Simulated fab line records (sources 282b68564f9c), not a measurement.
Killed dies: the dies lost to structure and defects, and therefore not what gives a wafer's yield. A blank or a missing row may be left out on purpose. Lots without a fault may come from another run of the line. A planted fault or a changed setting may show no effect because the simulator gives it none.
Comparing a struck lot with a sound one | flow rit-cmos | 32 steps out of a route of 202
Sound: wafers L364.1, L364.4, L364.5. Wafers L372.1, L372.5, L372.6 were the ones struck. At the end, the cause is stated.
Order at every step that has rows: each side's tool, ch and its chambers, its first start. Under that, the readings that differ: sound wafers | struck wafers | difference of the means | sigmas: that difference in standard deviations of wafers without a fault.
alike: readings whose means differ by less than 2 such deviations, and words and numbers that are the same on both sides. not compared: withheld readings, readings that some wafer has no value for, bounds like >300 that may hide the same value, and numbers for which the record gives no deviation and whose values overlap.
The two part at a step that has a row with sigmas, a row that says differs or no value, or rows on one side only. Numbers that have no deviation but don't overlap get no sigmas and don't part them. A reading that every wafer of one side lacks parts them only if that side has two wafers or more.

RIT_NRETRO_TW_MEAS_10:
  struck on film-metro-02, day 4 05:41; sound on film-metro-01, day 2 10:40
  alike: NRETRO_TW
then, 6 steps without rows for these wafers: RIT_PRETRO_HMDS_00 (prime time 60 s); RIT_PRETRO_COAT_01 (resist thk 1300 nm); RIT_PRETRO_SOFTBAKE_02 (time 60 s); RIT_PRETRO_EXPOSE_03 (exposes mask M5, target cd 43700 nm); RIT_PRETRO_PEB_04; RIT_PRETRO_DEVELOP_05 (develop time 68 s).
RIT_PRETRO_OVL_MEAS_06:
  struck on overlay-02, day 4 06:38; sound on overlay-01, day 2 11:44
  alike: PRETRO_OVL
then, 2 steps without rows for these wafers: RIT_PRETRO_HARDBAKE_07 (time 120 s); RIT_PRETRO_IMPLANT_08.
RIT_PRETRO_STRIP_09: strips in O2, time 180 s.
  sound on plasma-asher-02 ch 0,1, day 2 12:10; struck on plasma-asher-02 ch 0,1, day 4 07:04
  alike: drypump-motor-current-A
  not compared: rf-hours-counter-h
RIT_PRETRO_TW_MEAS_10:
  struck on film-metro-03, day 4 07:14; sound on film-metro-02, day 2 12:21
  alike: PRETRO_TW
RIT_GATE_WET_ETCH_00: etches SiO2 in BOE, target depth 56 nm, time 60 s.
  sound on wet-bench-04 ch 2, day 2 12:25; struck on wet-bench-04 ch 2, day 4 07:18
  reading                                     | sound             | struck          | difference | sigmas
  run-length-s (s)                            | 88 88 88          | 52 52 52        | -36        | -12
  model.SiO2_of_FOX2_OXIDATION_00.thk-nm (nm) | 257.8 263.1 263.8 | 302.9 299 302.9 | +40.0      |
then, 4 steps without rows for these wafers: RIT_GATE_CLEAN_01 (cleans in SC1, time 600 s); RIT_GATE_CLEAN_02 (cleans in dHF, time 30 s); RIT_GATE_CLEAN_03 (cleans in SC2, time 600 s); RIT_GATE_CLEAN_04 (cleans in dHF, time 60 s).
RIT_FOX2_THK_MEAS_91:
  struck on film-metro-03, day 4 07:46; sound on film-metro-01, day 2 13:19
  reading                     | sound       | struck      | difference | sigmas
  FIELD_OXIDE_LEFT_2_THK (nm) | 245 251 252 | 291 287 291 | +40        | +7
then, 9 steps without rows for these wafers: RIT_GATE_OXIDATION_05 (target thk 3 nm, ox time 270 s); RIT_GATE_ANNEAL_06 (time 600 s); RIT_GATE_CVD_08 (deposits poly-Si from SiH4, target thk 250 nm, time 2220 s); RIT_GATE_HMDS_10 (prime time 60 s); RIT_GATE_COAT_11 (resist thk 850 nm); RIT_GATE_SOFTBAKE_12 (time 60 s); RIT_GATE_EXPOSE_13 (exposes mask M6, target cd 150 nm); RIT_GATE_PEB_14; RIT_GATE_DEVELOP_15 (develop time 50 s).
RIT_GATE_CD_MEAS_16: the cd target is 150 nm.
  struck on cd-sem-01, day 4 11:52; sound on cd-sem-01, day 2 18:22
  alike: cd-nm
RIT_GATE_OVL_MEAS_17:
  struck on overlay-02, day 4 11:59; sound on overlay-01, day 2 18:29
  alike: GATE_OVL
then, 1 step without rows for these wafers: RIT_GATE_HARDBAKE_18 (time 60 s).
RIT_GATE_ETCH_19: etches poly-Si in SF6/CHF3/O2, stops on SiO2, time 165 s, target depth 312.5 nm.
  sound on rie-si-01 ch 1,2, day 2 18:40; struck on rie-si-01 ch 1,2, day 4 12:11
  reading                                     | sound             | struck            | difference | sigmas
  model.SiO2_of_FOX2_OXIDATION_00.thk-nm (nm) | 234.8 240.1 240.8 | 279.9 275.9 280.1 | +40.1      |
  alike: drypump-motor-current-A, oes-product-au, run-length-s, throttle-valve-pct
  not compared: rf-hours-counter-h
RIT_GATE_STRIP_20: strips in O2, time 180 s.
  sound on plasma-asher-03 ch 0,1, day 2 18:47; struck on plasma-asher-02 ch 0,1, day 4 12:17
  alike: drypump-motor-current-A
  not compared: rf-hours-counter-h

WHERE THEY PART
First at RIT_GATE_WET_ETCH_00; last, within this record, at RIT_FOX2_THK_MEAS_91. Later steps at which nothing parts them and some readings are alike: RIT_GATE_CD_MEAS_16, RIT_GATE_OVL_MEAS_17, RIT_GATE_ETCH_19, RIT_GATE_STRIP_20.

WHY: the cause the simulator had injected
wet-bench-04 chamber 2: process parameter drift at RIT_GATE_WET_ETCH_00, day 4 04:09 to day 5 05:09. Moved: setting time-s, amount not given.
